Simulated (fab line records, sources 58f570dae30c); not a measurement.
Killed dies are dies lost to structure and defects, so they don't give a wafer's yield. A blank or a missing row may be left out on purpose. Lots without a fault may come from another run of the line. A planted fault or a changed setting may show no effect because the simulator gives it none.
fab line records | flow berkeley_cmos170
record lots=5 wafers=23
route steps=331 shown NWELL@28 PWELL@49 ACTIVE@65 NVT@111 PVT@116 PLDD@146 SPACER@171
start_h: hours from the record's first day to the start of the lot's first wafer shown | wait_h: hours since the lot's step before | " the same as in the row above | L1.1+2: a row that stands for several wafers | - no value, or no start given | * or withheld: withheld | < > ~ a bound
route shown NAME@n: a module of which the file shows steps, and the number in the route of the first | usual: mean/standard deviation of fault-free wafers | same: alike in all rows | chamber/n: place in a boat | sites: the reading at each site | _std_site: their standard deviation | _edge_site: outer sites' mean less inner sites' | radius_mm: how far each site lies from the wafer's centre | mask NAME#n: copy n | behind: the tool/chamber that last shaped the wafer | hold: why the lot was held/for how many hours/how that ended | device: the transistor (n, p or np) that didn't switch | end of line: the same wafers' tests at the end of the route | a step without rows: its recipe alone | killed: dies lost to structure and defects at the first sort, not the wafer's yield | map: a wafer's dies, x killed, . not, _ none there
set.NAME: the setting as run; set.NAME@STEP: as run at that earlier step | model.NAME: the simulator's own value behind a step, which no gauge read
lots whose settings were changed on purpose; a table a step, a row a wafer
## steps
# step UCB170_NWELL_IMPLANT_14
# recipe species=P dose_cm2=1e+13 energy_kev=150 tilt_deg=7
# columns lot.wafer tool chamber start_h wait_h set.energy_kev model.implant.rp_nm model.implant.drp_nm
L075.1+4+6 implanter-02 0 37.80 0.1 150 188.5 62.72
L075.2+5 " 0 " " 143.3 179.7 60.52
L078.1+2+3 implanter-01 0 54.82 0.1 150 185.5 62.72
L078.5+6 " 0 " " 144.4 178.3 60.89
L080.1+3+6 implanter-03 0 69.50 0.1 150 192.5 62.72
L081.1+2+5 implanter-02 0 69.62 0.1 150 188.3 62.72
L081.3+4 " 0 " " 153.7 193.1 63.89
L083.1+2 implanter-02 0 90.15 0.1 141.2 181.2 59.82
L083.3+4+5 " 0 " " 150 193 62.72
# step UCB170_PWELL_IMPLANT_15
# recipe species=B dose_cm2=5e+12 energy_kev=60 tilt_deg=7
# columns lot.wafer tool chamber start_h wait_h set.energy_kev model.implant.rp_nm model.implant.drp_nm
L075.1+2+4 implanter-02 0 56.10 0.1 62.56 200.7 66.13
L075.5+6 " 0 " " 60 190.7 64.7
L078.1+5+6 implanter-01 0 78.96 0.1 60.99 193 65.26
L078.2+3 " 0 " " 60 189.7 64.7
L081.1+3+5 implanter-02 0 92.77 0.1 56.73 177.1 62.79
L081.2+4 " 0 " " 60 186.4 64.7
L080.1+3+6 implanter-01 0 92.96 0.1 60 187.4 64.7
L083.1+2+3+4+5 implanter-02 0 106.23 0.1 60 189.6 64.7
# step UCB170_ACTIVE_CVD_05
# recipe material=Si3N4 target_thk_nm=220 temp_c=800 precursor=SiH2Cl2/NH3 time_s=3300 pressure_mtorr=200 sih2cl2_flow_sccm=25 nh3_flow_sccm=75
# columns lot.wafer tool chamber start_h wait_h set.pressure_mtorr model.Si3N4_of_ACTIVE_CVD_05.thk_nm
L075.1 - - - 1.0 216.9 227.7
L075.2 " - " " 216.9 228.6
L075.4 " - " " 216.9 228.2
L075.5 " - " " 216.9 229.9
L075.6 " - " " 216.9 229.4
L078.1 - - - 0.0 228.2 225.1
L078.2 " - " " 228.2 223.7
L078.3 " - " " 228.2 224.5
L078.5 " - " " 228.2 226.8
L078.6 " - " " 228.2 224.7
L080.1 lpcvd-02 0 120.92 0.0 200 223.4
L080.3 " 0 " " 200 222.8
L080.6 " 0 " " 200 223.2
L081.1 - - - 0.0 173.7 211.7
L081.2 " - " " 173.7 211
L081.3 " - " " 173.7 212.4
L081.4 " - " " 173.7 212.2
L081.5 " - " " 173.7 211.6
L083.1 - - - 0.0 185 217.2
L083.2 " - " " 185 213.9
L083.3 " - " " 185 216.6
L083.4 " - " " 185 216.3
L083.5 " - " " 185 215.8
# step UCB170_ACTIVE_PEB_11
# recipe peb_temp_c=130 peb_time_s=withheld resist=KrF
# columns lot.wafer tool chamber start_h wait_h set.peb_temp_c
L075.1+2+4+5+6 litho_track-03 0 - - 130
L078.1+5 litho_track-01 0 103.59 0.3 133.7
L078.2+3+6 " 0 " " 130
L080.1+3+6 litho_track-01 0 124.51 0.7 130
L081.1+2 litho_track-04 0 124.65 0.7 128.6
L081.3+4+5 " 0 " " 130
L083.1+4+5 litho_track-04 0 134.84 0.2 130
L083.2+3 " 0 " " 131
# step UCB170_ACTIVE_DEVELOP_12
# recipe developer=TMAH develop_time_s=45 resist=KrF dev_temp_c=21
# step UCB170_ACTIVE_CD_MEAS_13
# recipe target_cd_nm=1200
# usual cd_nm=1198.9/1.1
# columns lot.wafer tool chamber start_h wait_h set.peb_temp_c@ACTIVE_PEB_11 cd_nm
L075.1 cd_sem-01 - 92.16 - 130 1197.9
L075.2 " - " " 130 1197.3
L075.4 " - " " 130 1197.4
L075.5 " - " " 130 1197.2
L075.6 " - " " 130 1197.7
L078.1 cd_sem-01 - 103.86 - 133.7 1176.9
L078.2 " - " " 130 1198.1
L078.3 " - " " 130 1197.4
L078.5 " - " " 133.7 1177.4
L078.6 " - " " 130 1197.9
L080.1 cd_sem-01 - 124.79 - 130 1199.6
L080.3 " - " " 130 1200.1
L080.6 " - " " 130 1198.5
L081.1 cd_sem-01 - 125.03 - 128.6 1208.9
L081.2 " - " " 128.6 1208.4
L081.3 " - " " 130 1199.3
L081.4 " - " " 130 1198.5
L081.5 " - " " 130 1198.4
L083.1 cd_sem-01 - 135.57 - 130 1198.9
L083.2 " - " " 131 1192.4
L083.3 " - " " 131 1191.7
L083.4 " - " " 130 1199.7
L083.5 " - " " 130 1199.8
# step UCB170_ACTIVE_ETCH_15
# recipe chemistry=CH3F/Ar/O2 target=Si3N4 stop_on=SiO2 CH3F_flow_sccm=20 Ar_flow_sccm=50 O2_flow_sccm=7 pressure_mtorr=50 rf_w=450 target_depth_a=2420 over_etch_frac=0.1 time_s=151
# columns lot.wafer tool chamber start_h wait_h set.peb_temp_c@ACTIVE_PEB_11 model.ACTIVE.cd_nm
L075.1+6 rie_diel-01 3,0 92.32 0.0 130 1198
L075.2 " 1 " " 130 -
L075.4+5 " 1,3 " " 130 1197
L078.1 rie_diel-03 0 104.02 0.0 133.7 1177
L078.2 " 1 " " 130 1198
L078.3 " 2 " " 130 1197
L078.5 " 1 " " 133.7 1178
L078.6 " 2 " " 130 -
L080.1+3 rie_diel-03 0,2 124.94 0.0 130 1200
L080.6 " 2 " " 130 1199
L081.1 rie_diel-01 0 125.18 0.0 128.6 1209
L081.2 " 1 " " 128.6 1208
L081.3+5 " 3,2 " " 130 1199
L081.4 " 2 " " 130 -
L083.1 rie_diel-03 2 135.73 0.0 130 1199
L083.2 " 2 " " 131 1193
L083.3 " 2 " " 131 1192
L083.4 " 2 " " 130 -
L083.5 " 2 " " 130 1200
# step UCB170_ACTIVE_STRIP_16
# recipe chemistry=O2 power_w=400 pressure_mtorr=3500 platen_temp_c=withheld o2_flow_sccm=400 overash_fraction=0.5
# step UCB170_ACTIVE_CD_MEAS_90
# recipe target_cd_nm=1200
# usual cd_nm=1198.9/1.1
# columns lot.wafer tool chamber start_h wait_h set.peb_temp_c@ACTIVE_PEB_11 cd_nm
L075.1 cd_sem-01 - 94.58 2.1 130 1197.7
L075.2 " - " " 130 1197.6
L075.4 " - " " 130 1197.4
L075.5 " - " " 130 1197.1
L075.6 " - " " 130 1197.6
L078.1 cd_sem-01 - 104.34 0.2 133.7 1176.7
L078.2 " - " " 130 1198.4
L078.3 " - " " 130 1197.5
L078.5 " - " " 133.7 1177.8
L078.6 " - " " 130 1198.2
L080.1 cd_sem-01 - 125.27 0.2 130 1199.4
L080.3 " - " " 130 1199.7
L080.6 " - " " 130 1198.8
L081.1 cd_sem-01 - 125.51 0.2 128.6 1209.2
L081.2 " - " " 128.6 1208.4
L081.3 " - " " 130 1199.3
L081.4 " - " " 130 1198.6
L081.5 " - " " 130 1198.6
L083.1 cd_sem-01 - 136.29 0.2 130 1198.5
L083.2 " - " " 131 1192.2
L083.3 " - " " 131 1192.3
L083.4 " - " " 130 1199.6
L083.5 " - " " 130 1199.7
# step UCB170_NVT_IMPLANT_07
# recipe species=BF2 dose_cm2=3e+12 energy_kev=50 tilt_deg=7
# columns lot.wafer tool chamber start_h wait_h set.energy_kev model.implant.rp_nm model.implant.drp_nm
L078.1+2+3 implanter-04 0 133.15 0.0 50 36.32 18.57
L078.5+6 " 0 " " 52.75 38.29 19.3
L075.1+5 implanter-01 0 133.36 0.0 49.22 37.61 18.36
L075.2+4+6 " 0 " " 50 38.2 18.57
L080.1+3+6 implanter-01 0 160.41 0.0 50 37.4 18.57
L081.1+4 implanter-04 0 160.75 0.0 47.71 35.24 17.96
L081.2+3+5 " 0 " " 50 36.91 18.57
L083.1+3+4 implanter-04 0 173.28 0.0 49.01 36.36 18.3
L083.2+5 " 0 " " 50 37.09 18.57
# step UCB170_PVT_COAT_01
# recipe resist=KrF spin_rpm=1500 resist_thk_nm=900
# columns lot.wafer tool chamber start_h wait_h set.spin_rpm model.KrF_of_PVT_COAT_01.thk_nm
L078.1 litho_track-03 0 135.14 0.1 1500 903.6
L078.2 " 0 " " 1500 902.5
L078.3 " 0 " " 1391 939.9
L078.5 " 0 " " 1391 938.1
L078.6 " 0 " " 1500 904.1
L075.1 litho_track-03 0 135.59 0.1 1412 929.6
L075.2 " 0 " " 1412 929.7
L075.4 " 0 " " 1500 900.4
L075.5 " 0 " " 1412 926.3
L075.6 " 0 " " 1500 901.3
L080.1 litho_track-02 0 161.35 0.1 1500 904.5
L080.3 " 0 " " 1500 904.3
L080.6 " 0 " " 1500 902.7
L081.1 litho_track-03 0 161.59 0.1 1572 881.2
L081.2 " 0 " " 1500 899.4
L081.3 " 0 " " 1500 902.9
L081.4 " 0 " " 1500 898.5
L081.5 " 0 " " 1572 882
L083.1 litho_track-01 0 174.02 0.1 1500 899.8
L083.2 " 0 " " 1454 914.4
L083.3 " 0 " " 1454 912.5
L083.4 " 0 " " 1454 917.2
L083.5 " 0 " " 1500 902.5
# step UCB170_PVT_SOFTBAKE_02
# recipe resist=KrF temp_c=130 time_s=60
# step UCB170_PVT_EXPOSE_03
# recipe mask_id=NWELL target_cd_nm=3000 na=0.5 sigma_outer=0.6 source_shape=conventional dose_mj=30
# step UCB170_PVT_IMPLANT_07
# recipe species=P dose_cm2=2e+12 energy_kev=30 tilt_deg=7
# step UCB170_PVT_STRIP_08
# recipe chemistry=O2 power_w=400 pressure_mtorr=3500 platen_temp_c=withheld o2_flow_sccm=400 overash_fraction=0.5
# usual strip_time_to_endpoint_s=21.65/0.071
# columns lot.wafer tool chamber start_h wait_h set.spin_rpm@PVT_COAT_01 strip_time_to_endpoint_s
L078.1 plasma_asher-04 0 136.42 0.1 1500 21.70
L078.2 " 1 " " 1500 21.68
L078.3 " 0 " " 1391 22.57
L078.5 " 0 " " 1391 22.55
L078.6 " 1 " " 1500 21.72
L075.1 plasma_asher-02 0 137.07 0.1 1412 22.34
L075.2 " 1 " " 1412 22.34
L075.4 " 1 " " 1500 21.62
L075.5 " 0 " " 1412 22.25
L075.6 " 1 " " 1500 21.65
L080.1 plasma_asher-02 0 162.35 0.1 1500 21.74
L080.3 " 0 " " 1500 21.72
L080.6 " 0 " " 1500 21.71
L081.1 plasma_asher-02 1 163.56 0.1 1572 21.16
L081.2 " 0 " " 1500 21.62
L081.3 " 1 " " 1500 21.70
L081.4 " 0 " " 1500 21.59
L081.5 " 1 " " 1572 21.20
L083.1 plasma_asher-04 1 175.03 0.1 1500 21.61
L083.2 " 0 " " 1454 22.00
L083.3 " 1 " " 1454 21.94
L083.4 " 0 " " 1454 22.03
L083.5 " 0 " " 1500 21.71
# step UCB170_PLDD_COAT_01
# recipe resist=KrF spin_rpm=1500 resist_thk_nm=900
# columns lot.wafer tool chamber start_h wait_h set.resist_thk_nm model.KrF_of_PLDD_COAT_01.thk_nm
L078.1 litho_track-01 0 154.83 0.1 920.4 914.8
L078.2 " 0 " " 900 894.9
L078.3 " 0 " " 920.4 916.6
L078.5 " 0 " " 900 895.5
L078.6 " 0 " " 900 897.3
L075.1 litho_track-04 0 155.73 0.1 900 904.6
L075.2 " 0 " " 900 902.3
L075.4 " 0 " " 900 901.6
L075.5 " 0 " " 900 902.4
L075.6 " 0 " " 900 900.5
L081.1 litho_track-04 0 177.96 0.1 900 900.9
L081.2 " 0 " " 900 900
L081.3 " 0 " " 900 897.9
L081.4 " 0 " " 900 902.5
L081.5 " 0 " " 900 897.1
L080.1 litho_track-04 0 178.41 0.1 900 903
L080.3 " 0 " " 900 900.9
L080.6 " 0 " " 900 901.2
L083.1 litho_track-04 0 192.81 0.1 876.2 877.9
L083.2 " 0 " " 900 903.6
L083.3 " 0 " " 900 900.7
L083.4 " 0 " " 876.2 880.7
L083.5 " 0 " " 900 901.1
# step UCB170_PLDD_IMPLANT_08
# recipe species=BF2 dose_cm2=5e+13 energy_kev=10 tilt_deg=7 rotation_deg=0
# columns lot.wafer tool chamber start_h wait_h set.dose_cm2
L078.1+2 implanter-01 0 156.91 0.0 4.892e+13
L078.3+5+6 " 0 " " 5e+13
L075.1+5+6 implanter-02 0 157.46 0.0 4.686e+13
L075.2+4 " 0 " " 5e+13
L081.1+4+5 implanter-01 0 179.14 0.0 5e+13
L081.2+3 " 0 " " 5.258e+13
L080.1+3+6 implanter-04 0 179.34 0.0 5e+13
L083.1+2 implanter-04 0 193.65 0.0 5.186e+13
L083.3+4+5 " 0 " " 5e+13
# step UCB170_PLDD_IMPLANT_09
# recipe species=BF2 dose_cm2=5e+13 energy_kev=10 tilt_deg=7 rotation_deg=180
# step UCB170_PLDD_STRIP_10
# recipe chemistry=O2 power_w=400 pressure_mtorr=3500 platen_temp_c=withheld o2_flow_sccm=400 overash_fraction=0.5
# usual strip_time_to_endpoint_s=21.61/0.07
# columns lot.wafer tool chamber start_h wait_h set.resist_thk_nm@PLDD_COAT_01 strip_time_to_endpoint_s
L078.1 plasma_asher-02 1 157.21 0.1 920.4 21.98
L078.2 " 0 " " 900 21.52
L078.3 " 1 " " 920.4 22.03
L078.5 " 0 " " 900 21.53
L078.6 " 1 " " 900 21.58
L075.1 plasma_asher-03 0 157.76 0.1 900 21.73
L075.2 " 1 " " 900 21.67
L075.4 " 1 " " 900 21.66
L075.5 " 1 " " 900 21.69
L075.6 " 0 " " 900 21.63
L081.1 plasma_asher-03 1 179.44 0.1 900 21.66
L081.2 " 0 " " 900 21.64
L081.3 " 1 " " 900 21.59
L081.4 " 0 " " 900 21.69
L081.5 " 1 " " 900 21.57
L080.1 plasma_asher-01 0 179.64 0.1 900 21.70
L080.3 " 1 " " 900 21.63
L080.6 " 1 " " 900 21.66
L083.1 plasma_asher-03 1 193.95 0.1 876.2 21.09
L083.2 " 0 " " 900 21.71
L083.3 " 1 " " 900 21.64
L083.4 " 0 " " 876.2 21.17
L083.5 " 0 " " 900 21.65
# step UCB170_SPACER_CVD_00
# recipe material=SiO2 target_thk_nm=376 temp_c=390 precursor=TEOS/O2 time_s=47 rf_w=550 pressure_mtorr=9000
# columns lot.wafer tool chamber start_h wait_h set.time_s model.SiO2_of_SPACER_CVD_00.thk_nm
L078.1 pecvd-03 0 160.68 0.0 47 380.3
L078.2 " 2 " " 52.51 424.9
L078.3 " 1 " " 52.51 422.3
L078.5 " 0 " " 47 381.9
L078.6 " 2 " " 47 384.4
L075.1 pecvd-03 2 161.23 0.0 49.59 395.6
L075.2 " 0 " " 49.59 393.2
L075.4 " 1 " " 47 376.5
L075.5 " 2 " " 47 383.8
L075.6 " 0 " " 49.59 400.6
L081.1 pecvd-04 0 181.58 0.0 51.6 408.5
L081.2 " 1 " " 51.6 410.7
L081.3 " 2 " " 47 380.5
L081.4 " 1 " " 51.6 415.4
L081.5 " 0 " " 47 380.3
L080.1 pecvd-04 0 181.82 0.0 47 369.7
L080.3 " 2 " " 47 370.5
L080.6 " 0 " " 47 375.2
L083.1 pecvd-02 0 196.19 0.0 47 372.9
L083.2 " 1 " " 47 375.8
L083.3 " 2 " " 47 370.8
L083.4 " 0 " " 47 378.9
L083.5 " 1 " " 47 383.2
# step UCB170_SPACER_THK_MEAS_01
# recipe reads=SiO2_of_SPACER_CVD_00
# usual SPACER_TEOS_THK=377/4.1
# columns lot.wafer tool chamber start_h wait_h set.time_s@SPACER_CVD_00 SPACER_TEOS_THK[nm]
L078.1 film_metro-03 - 160.73 0.0 47 380
L078.2 " - " " 52.51 425
L078.3 " - " " 52.51 422
L078.5 " - " " 47 381
L078.6 " - " " 47 384
L075.1 film_metro-02 - 161.28 0.0 49.59 395
L075.2 " - " " 49.59 393
L075.4 " - " " 47 377
L075.5 " - " " 47 384
L075.6 " - " " 49.59 401
L081.1 film_metro-03 - 181.62 0.0 51.6 409
L081.2 " - " " 51.6 411
L081.3 " - " " 47 380
L081.4 " - " " 51.6 415
L081.5 " - " " 47 380
L080.1 film_metro-02 - 181.86 0.0 47 370
L080.3 " - " " 47 371
L080.6 " - " " 47 375
L083.1 film_metro-02 - 196.23 0.0 47 373
L083.2 " - " " 47 376
L083.3 " - " " 47 371
L083.4 " - " " 47 379
L083.5 " - " " 47 383
# step UCB170_SPACER_ANNEAL_02
# recipe temp_c=900 time_s=1800 ambient=N2
# step UCB170_SPACER_ETCHBACK_03
# recipe stop_on=Si target=SiO2 chemistry=CHF3/CF4/Ar CHF3_flow_sccm=50 cf4_flow_sccm=10 Ar_flow_sccm=120 pressure_mtorr=200 rf_w=500 target_depth_a=3760 time_s=100
# usual oes_product_au=0.902/0.013
# columns lot.wafer tool chamber start_h wait_h set.time_s@SPACER_CVD_00 oes_product_au model.etch.depth_nm
L078.1 rie_diel-02 1 164.73 0.0 47 0.920 380.3
L078.2 " 2 " " 52.51 0.971 -
L078.3 " 3 " " 52.51 0.977 -
L078.5 " 1 " " 47 0.930 381.9
L078.6 " 0 " " 47 0.901 384.4
L075.1 rie_diel-02 0 164.81 0.1 49.59 0.920 -
L075.2 " 3 " " 49.59 0.935 -
L075.4 " 2 " " 47 0.895 376.5
L075.5 " 1 " " 47 0.926 383.8
L075.6 " 2 " " 49.59 0.930 400.6
L080.1 rie_diel-03 1 188.11 0.0 47 0.888 369.7
L080.3 " 2 " " 47 0.884 370.5
L080.6 " 1 " " 47 0.897 375.2
L081.1 rie_diel-02 3 188.11 0.0 51.6 0.957 408.5
L081.2 " 1 " " 51.6 0.973 410.7
L081.3 " 2 " " 47 0.897 380.5
L081.4 " 0 " " 51.6 0.948 415.4
L081.5 " 3 " " 47 0.899 380.3
L083.1 rie_diel-01 0 202.11 0.0 47 0.890 372.9
L083.2 " 1 " " 47 0.898 375.8
L083.3 " 2 " " 47 0.881 370.8
L083.4 " 3 " " 47 0.895 378.9
L083.5 " 0 " " 47 0.896 383.2
## key
split step=UCB170_NWELL_IMPLANT_14 setting=energy_kev stated=150 by=wafer
response step=UCB170_NWELL_IMPLANT_14 reading=model.implant.rp_nm change=+1.98 per=1% r=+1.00
response step=UCB170_NWELL_IMPLANT_14 reading=model.implant.drp_nm change=+0.492 per=1% r=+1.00
split step=UCB170_PWELL_IMPLANT_15 setting=energy_kev stated=60 by=wafer
response step=UCB170_PWELL_IMPLANT_15 reading=model.implant.rp_nm change=+1.96 per=1% r=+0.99
response step=UCB170_PWELL_IMPLANT_15 reading=model.implant.drp_nm change=+0.345 per=1% r=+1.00
split step=UCB170_ACTIVE_CVD_05 setting=pressure_mtorr stated=200 by=lot
response step=UCB170_ACTIVE_CVD_05 reading=model.Si3N4_of_ACTIVE_CVD_05.thk_nm change=+0.564 per=1% r=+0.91
split step=UCB170_ACTIVE_PEB_11 setting=peb_temp_c stated=130 by=wafer
response step=UCB170_ACTIVE_CD_MEAS_13 reading=cd_nm change=-7.63 per=1% r=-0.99
response step=UCB170_ACTIVE_ETCH_15 reading=model.ACTIVE.cd_nm change=-7.57 per=1% r=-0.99
response step=UCB170_ACTIVE_CD_MEAS_90 reading=cd_nm change=-7.66 per=1% r=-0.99
split step=UCB170_NVT_IMPLANT_07 setting=energy_kev stated=50 by=wafer
response step=UCB170_NVT_IMPLANT_07 reading=model.implant.rp_nm change=+0.363 per=1% r=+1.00
response step=UCB170_NVT_IMPLANT_07 reading=model.implant.drp_nm change=+0.134 per=1% r=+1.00
split step=UCB170_PVT_COAT_01 setting=spin_rpm stated=1500 by=wafer
response step=UCB170_PVT_COAT_01 reading=model.KrF_of_PVT_COAT_01.thk_nm change=-4.62 per=1% r=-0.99
response step=UCB170_PVT_STRIP_08 reading=strip_time_to_endpoint_s change=* per=1% r=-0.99
split step=UCB170_PLDD_COAT_01 setting=resist_thk_nm stated=900 by=wafer
response step=UCB170_PLDD_COAT_01 reading=model.KrF_of_PLDD_COAT_01.thk_nm change=+8.61 per=1% r=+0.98
response step=UCB170_PLDD_STRIP_10 reading=strip_time_to_endpoint_s change=* per=1% r=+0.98
split step=UCB170_PLDD_IMPLANT_08 setting=dose_cm2 stated=5e+13 by=wafer
response none in this file
split step=UCB170_SPACER_CVD_00 setting=time_s stated=47 by=wafer
response step=UCB170_SPACER_CVD_00 reading=model.SiO2_of_SPACER_CVD_00.thk_nm change=+3.34 per=1% r=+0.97
response step=UCB170_SPACER_THK_MEAS_01 reading=SPACER_TEOS_THK change=+3.34 per=1% r=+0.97
response step=UCB170_SPACER_ETCHBACK_03 reading=oes_product_au change=+0.00521 per=1% r=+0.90
response step=UCB170_SPACER_ETCHBACK_03 reading=model.etch.depth_nm change=+3.26 per=1% r=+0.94
